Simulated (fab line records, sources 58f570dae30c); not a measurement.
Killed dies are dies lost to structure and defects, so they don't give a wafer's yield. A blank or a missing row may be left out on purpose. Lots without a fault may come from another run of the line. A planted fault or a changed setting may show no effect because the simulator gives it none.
Which tool did it? | flow berkeley_cmos170 | 7 lots, 21 wafers sampled, at 2 steps of a route of 331

WHAT THE GAUGES READ, wafer by wafer
UCB170_CONTACT_THK_MEAS_02.
lot  | measured     | on            | CONTACT_PSG_THK (nm)
L555 | day 7 14:20  | film_metro-04 | 700 698 694
L557 | day 8 05:04  | film_metro-01 | 699 697 695
L561 | day 9 09:18  | film_metro-01 | 684 687 685
L564 | day 9 19:46  | film_metro-03 | 691 694 697
L570 | day 11 03:32 | film_metro-04 | 895 893 896
L574 | day 11 13:40 | film_metro-03 | 696 690 701
L573 | day 11 16:20 | film_metro-04 | 699 693 692

WHICH TOOL RAN EACH LOT (tool, then ch and the chambers of the sampled wafers, then the start)
lot  | UCB170_CONTACT_CVD_01
L555 | lpcvd-02 ch 1, day 7 12:33
L557 | lpcvd-02 ch 1, day 8 03:17
L561 | lpcvd-02 ch 1, day 9 07:30
L564 | lpcvd-01 ch 1, day 9 17:58
L570 | lpcvd-02 ch 0, day 11 01:44
L574 | lpcvd-01 ch 0, day 11 10:59
L573 | lpcvd-01 ch 1, day 11 13:39
- UCB170_CONTACT_CVD_01: deposits PSG from SiH4/O2/PH3, target thk 700 nm, time 2820 s.

THE ANSWER, worked out from the rows above alone
Rule: what is usual is taken from the lots themselves. Put in order of their means at a reading, lots are off if they are a third of the lots or fewer, leave a main group of 4 or more, and stand apart from it by a gap of 3 or more times the standard deviation of the main group's means; of several such gaps the widest counts. A main group whose means are all the same, to the digits that the tables above print for the reading, isn't used. A lot without any number at a reading at which 4 lots or more have one is off too. The other lots that the step has rows for count as sound.
Off: L570, at UCB170_CONTACT_THK_MEAS_02 (CONTACT_PSG_THK). The main group: mean 694 nm, standard deviation 4.1.
A tool fits if, at a process step before that reading, it ran every lot that is off, and no sound lot after the first of them. The gauges at UCB170_CONTACT_THK_MEAS_02 are tried like those tools. One fits: lpcvd-02 at UCB170_CONTACT_CVD_01. Its last sound lot is L561 (day 9 07:30), its first lot that is off L570 (day 11 01:44): a fault that began between those two fits.

WHAT THE SIMULATOR HAD PUT IN
Process parameter drift: lpcvd-02, from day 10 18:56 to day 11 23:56, at UCB170_CONTACT_CVD_01. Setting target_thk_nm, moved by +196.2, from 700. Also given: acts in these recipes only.
Lots struck among those shown: L570. The rule above found the same.
